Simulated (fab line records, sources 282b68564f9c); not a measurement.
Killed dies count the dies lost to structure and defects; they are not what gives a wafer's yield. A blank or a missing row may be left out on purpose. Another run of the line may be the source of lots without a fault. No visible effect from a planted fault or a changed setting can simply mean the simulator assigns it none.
fab line records / flow ritCmos
[record] lots = 15 wafers = 45 lastDay = 7
route steps=202 shown NWELL@31
lots untouched by any fault: they come from a run of this same line in which no faults occurred
startH: the number of hours between the record's first day and the start of the first shown wafer of the lot / waitH: hours from the lot's prior step to this one / " as in the row above / L1.1+2: a row that stands for several wafers / - value missing, or start not given / * or withheld: withheld / < > ~ a bound
route shown NAME@n: a module of which the file shows steps, and the number in the route of the first / usual: average and standard deviation across the fault-free wafers / same: alike in all rows / chamber/n: place in a boat / sites: readings site by site / _std_site: how widely they spread, as a standard deviation / _edge_site: inner sites' mean taken away from outer sites' mean / radiusMm: how far each site lies from the wafer's centre / mask NAME#n: copy n / behind: the most recent tool/chamber to have shaped the wafer / hold: what put the lot on hold/how long, in hours/how the hold closed / device: the transistor (n, p or np) that didn't switch / end of line: at the end of the route, the tests of the same wafers / where a step has no rows: the recipe by itself / killed: at the first sort, the dies lost to defects and structure; wafer yield is something else / map: a wafer's dies, marking killed ones x, the rest . and places with no die _
set.NAME: the setting as run; set.NAME@STEP: as run at that earlier step / model.NAME: the simulator's own value behind a step, which no gauge read
one table for each step of the route and one row for each wafer, over a sample of lots
services: when a tool's chamber went out of use (startH, in hours from the record's first day, below 0 if earlier), for how many hours, and the reason
[[steps]]
[step RIT_NWELL_EXPOSE_03]
[recipe] maskId = M2 na = 0.57 targetCdNm = 43900 doseMj = 250
[usual] focusOffsetNm = 0.1/0.52
lot.wafer=L345.2 tool=ilineStepper-02 chamber=0 startH=20.20 waitH=0.2 mask=M2#0 focusOffsetNm=0.6
lot.wafer=L345.3 tool=ilineStepper-02 chamber=0 startH=20.20 waitH=0.2 mask=M2#0 focusOffsetNm=0.5
lot.wafer=L345.5 tool=ilineStepper-02 chamber=0 startH=20.20 waitH=0.2 mask=M2#0 focusOffsetNm=0.1
lot.wafer=L346.4 tool=ilineStepper-01 chamber=0 startH=25.23 waitH=0.2 mask=M2#0 focusOffsetNm=0.4
lot.wafer=L346.5 tool=ilineStepper-01 chamber=0 startH=25.23 waitH=0.2 mask=M2#0 focusOffsetNm=0.2
lot.wafer=L346.6 tool=ilineStepper-01 chamber=0 startH=25.23 waitH=0.2 mask=M2#0 focusOffsetNm=0.9
lot.wafer=L347.1 tool=ilineStepper-01 chamber=0 startH=30.73 waitH=0.1 mask=M2#0 focusOffsetNm=0.5
lot.wafer=L347.3 tool=ilineStepper-01 chamber=0 startH=30.73 waitH=0.1 mask=M2#0 focusOffsetNm=0.0
lot.wafer=L347.5 tool=ilineStepper-01 chamber=0 startH=30.73 waitH=0.1 mask=M2#0 focusOffsetNm=0.3
lot.wafer=L348.2 tool=ilineStepper-02 chamber=0 startH=36.24 waitH=0.2 mask=M2#0 focusOffsetNm=-0.8
lot.wafer=L348.3 tool=ilineStepper-02 chamber=0 startH=36.24 waitH=0.2 mask=M2#0 focusOffsetNm=-0.1
lot.wafer=L348.5 tool=ilineStepper-02 chamber=0 startH=36.24 waitH=0.2 mask=M2#0 focusOffsetNm=0.1
lot.wafer=L349.1 tool=ilineStepper-02 chamber=0 startH=40.16 waitH=0.1 mask=M2#0 focusOffsetNm=-0.3
lot.wafer=L349.4 tool=ilineStepper-02 chamber=0 startH=40.16 waitH=0.1 mask=M2#0 focusOffsetNm=0.1
lot.wafer=L349.6 tool=ilineStepper-02 chamber=0 startH=40.16 waitH=0.1 mask=M2#0 focusOffsetNm=0.5
lot.wafer=L350.2 tool=ilineStepper-01 chamber=0 startH=44.91 waitH=0.3 mask=M2#0 focusOffsetNm=0.7
lot.wafer=L350.3 tool=ilineStepper-01 chamber=0 startH=44.91 waitH=0.3 mask=M2#0 focusOffsetNm=1.8
lot.wafer=L350.4 tool=ilineStepper-01 chamber=0 startH=44.91 waitH=0.3 mask=M2#0 focusOffsetNm=0.9
lot.wafer=L351.2 tool=ilineStepper-01 chamber=0 startH=49.84 waitH=0.1 mask=M2#0 focusOffsetNm=-0.8
lot.wafer=L351.3 tool=ilineStepper-01 chamber=0 startH=49.84 waitH=0.1 mask=M2#0 focusOffsetNm=-0.1
lot.wafer=L351.4 tool=ilineStepper-01 chamber=0 startH=49.84 waitH=0.1 mask=M2#0 focusOffsetNm=-0.8
lot.wafer=L354.1 tool=ilineStepper-01 chamber=0 startH=65.75 waitH=0.2 mask=M2#0 focusOffsetNm=0.9
lot.wafer=L354.3 tool=ilineStepper-01 chamber=0 startH=65.75 waitH=0.2 mask=M2#0 focusOffsetNm=0.0
lot.wafer=L354.6 tool=ilineStepper-01 chamber=0 startH=65.75 waitH=0.2 mask=M2#0 focusOffsetNm=-0.5
lot.wafer=L355.1 tool=ilineStepper-01 chamber=0 startH=69.75 waitH=0.1 mask=M2#0 focusOffsetNm=0.7
lot.wafer=L355.2 tool=ilineStepper-01 chamber=0 startH=69.75 waitH=0.1 mask=M2#0 focusOffsetNm=0.6
lot.wafer=L355.3 tool=ilineStepper-01 chamber=0 startH=69.75 waitH=0.1 mask=M2#0 focusOffsetNm=-0.3
lot.wafer=L359.3 tool=ilineStepper-01 chamber=0 startH=90.25 waitH=0.2 mask=M2#0 focusOffsetNm=0.6
lot.wafer=L359.4 tool=ilineStepper-01 chamber=0 startH=90.25 waitH=0.2 mask=M2#0 focusOffsetNm=-0.2
lot.wafer=L359.5 tool=ilineStepper-01 chamber=0 startH=90.25 waitH=0.2 mask=M2#0 focusOffsetNm=-0.1
lot.wafer=L360.2 tool=ilineStepper-02 chamber=0 startH=95.40 waitH=0.2 mask=M2#0 focusOffsetNm=0.2
lot.wafer=L360.3 tool=ilineStepper-02 chamber=0 startH=95.40 waitH=0.2 mask=M2#0 focusOffsetNm=0.1
lot.wafer=L360.5 tool=ilineStepper-02 chamber=0 startH=95.40 waitH=0.2 mask=M2#0 focusOffsetNm=-0.1
lot.wafer=L361.2 tool=ilineStepper-02 chamber=0 startH=100.62 waitH=0.1 mask=M2#0 focusOffsetNm=-0.2
lot.wafer=L361.5 tool=ilineStepper-02 chamber=0 startH=100.62 waitH=0.1 mask=M2#0 focusOffsetNm=-0.3
lot.wafer=L361.6 tool=ilineStepper-02 chamber=0 startH=100.62 waitH=0.1 mask=M2#0 focusOffsetNm=-0.5
lot.wafer=L365.1 tool=ilineStepper-02 chamber=0 startH=120.96 waitH=0.2 mask=M2#0 focusOffsetNm=-0.5
lot.wafer=L365.3 tool=ilineStepper-02 chamber=0 startH=120.96 waitH=0.2 mask=M2#0 focusOffsetNm=0.9
lot.wafer=L365.4 tool=ilineStepper-02 chamber=0 startH=120.96 waitH=0.2 mask=M2#0 focusOffsetNm=0.9
lot.wafer=L366.3 tool=ilineStepper-02 chamber=0 startH=125.66 waitH=0.1 mask=M2#0 focusOffsetNm=0.6
lot.wafer=L366.4 tool=ilineStepper-02 chamber=0 startH=125.66 waitH=0.1 mask=M2#0 focusOffsetNm=0.6
lot.wafer=L366.5 tool=ilineStepper-02 chamber=0 startH=125.66 waitH=0.1 mask=M2#0 focusOffsetNm=0.6
lot.wafer=L368.1 tool=ilineStepper-02 chamber=0 startH=136.39 waitH=0.2 mask=M2#0 focusOffsetNm=0.8
lot.wafer=L368.2 tool=ilineStepper-02 chamber=0 startH=136.39 waitH=0.2 mask=M2#0 focusOffsetNm=-0.1
lot.wafer=L368.6 tool=ilineStepper-02 chamber=0 startH=136.39 waitH=0.2 mask=M2#0 focusOffsetNm=-0.2
[step RIT_NWELL_OVL_MEAS_06]
[usual] NWELL_OVL = 1.1/1.3
lot.wafer=L345.2 tool=overlay-02 chamber=- startH=20.62 waitH=- NWELL_OVL[nm]=3.2
lot.wafer=L345.3 tool=overlay-02 chamber=- startH=20.62 waitH=- NWELL_OVL[nm]=2.5
lot.wafer=L345.5 tool=overlay-02 chamber=- startH=20.62 waitH=- NWELL_OVL[nm]=0.5
lot.wafer=L346.4 tool=overlay-01 chamber=- startH=25.62 waitH=- NWELL_OVL[nm]=3.3
lot.wafer=L346.5 tool=overlay-01 chamber=- startH=25.62 waitH=- NWELL_OVL[nm]=2.0
lot.wafer=L346.6 tool=overlay-01 chamber=- startH=25.62 waitH=- NWELL_OVL[nm]=2.6
lot.wafer=L347.1 tool=overlay-01 chamber=- startH=31.16 waitH=- NWELL_OVL[nm]=1.8
lot.wafer=L347.3 tool=overlay-01 chamber=- startH=31.16 waitH=- NWELL_OVL[nm]=2.8
lot.wafer=L347.5 tool=overlay-01 chamber=- startH=31.16 waitH=- NWELL_OVL[nm]=-0.4
lot.wafer=L348.2 tool=overlay-02 chamber=- startH=36.65 waitH=- NWELL_OVL[nm]=1.3
lot.wafer=L348.3 tool=overlay-02 chamber=- startH=36.65 waitH=- NWELL_OVL[nm]=1.1
lot.wafer=L348.5 tool=overlay-02 chamber=- startH=36.65 waitH=- NWELL_OVL[nm]=1.2
lot.wafer=L349.1 tool=overlay-02 chamber=- startH=40.59 waitH=- NWELL_OVL[nm]=1.1
lot.wafer=L349.4 tool=overlay-02 chamber=- startH=40.59 waitH=- NWELL_OVL[nm]=-0.5
lot.wafer=L349.6 tool=overlay-02 chamber=- startH=40.59 waitH=- NWELL_OVL[nm]=-0.4
lot.wafer=L350.2 tool=overlay-02 chamber=- startH=45.39 waitH=- NWELL_OVL[nm]=-0.7
lot.wafer=L350.3 tool=overlay-02 chamber=- startH=45.39 waitH=- NWELL_OVL[nm]=1.9
lot.wafer=L350.4 tool=overlay-02 chamber=- startH=45.39 waitH=- NWELL_OVL[nm]=0.8
lot.wafer=L351.2 tool=overlay-02 chamber=- startH=50.26 waitH=- NWELL_OVL[nm]=2.2
lot.wafer=L351.3 tool=overlay-02 chamber=- startH=50.26 waitH=- NWELL_OVL[nm]=2.3
lot.wafer=L351.4 tool=overlay-02 chamber=- startH=50.26 waitH=- NWELL_OVL[nm]=2.4
lot.wafer=L354.1 tool=overlay-02 chamber=- startH=66.23 waitH=- NWELL_OVL[nm]=-301.1
lot.wafer=L354.3 tool=overlay-02 chamber=- startH=66.23 waitH=- NWELL_OVL[nm]=-302.0
lot.wafer=L354.6 tool=overlay-02 chamber=- startH=66.23 waitH=- NWELL_OVL[nm]=-301.0
lot.wafer=L355.1 tool=overlay-01 chamber=- startH=70.18 waitH=- NWELL_OVL[nm]=-299.7
lot.wafer=L355.2 tool=overlay-01 chamber=- startH=70.18 waitH=- NWELL_OVL[nm]=-297.4
lot.wafer=L355.3 tool=overlay-01 chamber=- startH=70.18 waitH=- NWELL_OVL[nm]=-299.5
lot.wafer=L359.3 tool=overlay-01 chamber=- startH=90.66 waitH=- NWELL_OVL[nm]=-298.5
lot.wafer=L359.4 tool=overlay-01 chamber=- startH=90.66 waitH=- NWELL_OVL[nm]=-298.5
lot.wafer=L359.5 tool=overlay-01 chamber=- startH=90.66 waitH=- NWELL_OVL[nm]=-297.7
lot.wafer=L360.2 tool=overlay-01 chamber=- startH=95.81 waitH=- NWELL_OVL[nm]=0.9
lot.wafer=L360.3 tool=overlay-01 chamber=- startH=95.81 waitH=- NWELL_OVL[nm]=1.6
lot.wafer=L360.5 tool=overlay-01 chamber=- startH=95.81 waitH=- NWELL_OVL[nm]=1.4
lot.wafer=L361.2 tool=overlay-01 chamber=- startH=101.03 waitH=- NWELL_OVL[nm]=-1.1
lot.wafer=L361.5 tool=overlay-01 chamber=- startH=101.03 waitH=- NWELL_OVL[nm]=-0.9
lot.wafer=L361.6 tool=overlay-01 chamber=- startH=101.03 waitH=- NWELL_OVL[nm]=-0.2
lot.wafer=L365.1 tool=overlay-02 chamber=- startH=121.39 waitH=- NWELL_OVL[nm]=0.8
lot.wafer=L365.3 tool=overlay-02 chamber=- startH=121.39 waitH=- NWELL_OVL[nm]=0.9
lot.wafer=L365.4 tool=overlay-02 chamber=- startH=121.39 waitH=- NWELL_OVL[nm]=2.5
lot.wafer=L366.3 tool=overlay-01 chamber=- startH=126.06 waitH=- NWELL_OVL[nm]=0.4
lot.wafer=L366.4 tool=overlay-01 chamber=- startH=126.06 waitH=- NWELL_OVL[nm]=-1.1
lot.wafer=L366.5 tool=overlay-01 chamber=- startH=126.06 waitH=- NWELL_OVL[nm]=1.6
lot.wafer=L368.1 tool=overlay-01 chamber=- startH=136.82 waitH=- NWELL_OVL[nm]=0.4
lot.wafer=L368.2 tool=overlay-01 chamber=- startH=136.82 waitH=- NWELL_OVL[nm]=-0.3
lot.wafer=L368.6 tool=overlay-01 chamber=- startH=136.82 waitH=- NWELL_OVL[nm]=0.9
[[services]]
tool=ilineStepper-02 chamber=0 startH=9.49 hours=- kind=calibration
tool=ilineStepper-01 chamber=0 startH=11.32 hours=- kind=calibration
tool=ilineStepper-02 chamber=- startH=43.30 hours=1.7 kind=pm
tool=ilineStepper-01 chamber=- startH=87.55 hours=1.0 kind=repair
[[key]]
[firstSign] step = RIT_NWELL_OVL_MEAS_06 reading = NWELL_OVL direction = down sigmas = 99+ usual = 1.1 struck = -299.5
effect none on later readings
metAt RIT_NWELL_EXPOSE_03
struckLots L354,L355,L359
testerLeftOut L354,L355,L359
onsetBetween 49.84 65.75
[fault] kind = scannerMatchingOverlay tool = ilineStepper-01 chamber = - onsetH = 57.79 steps = RIT_NWELL_EXPOSE_03 offset = -300
// testerLeftOut: of these lots the tester's yield and bins aren't shown, on N5 and GAA mostly nor the transistor test; their killed dies are dies lost to structure and defects alone, not to doping, threshold or leakage, so they don't give the yield
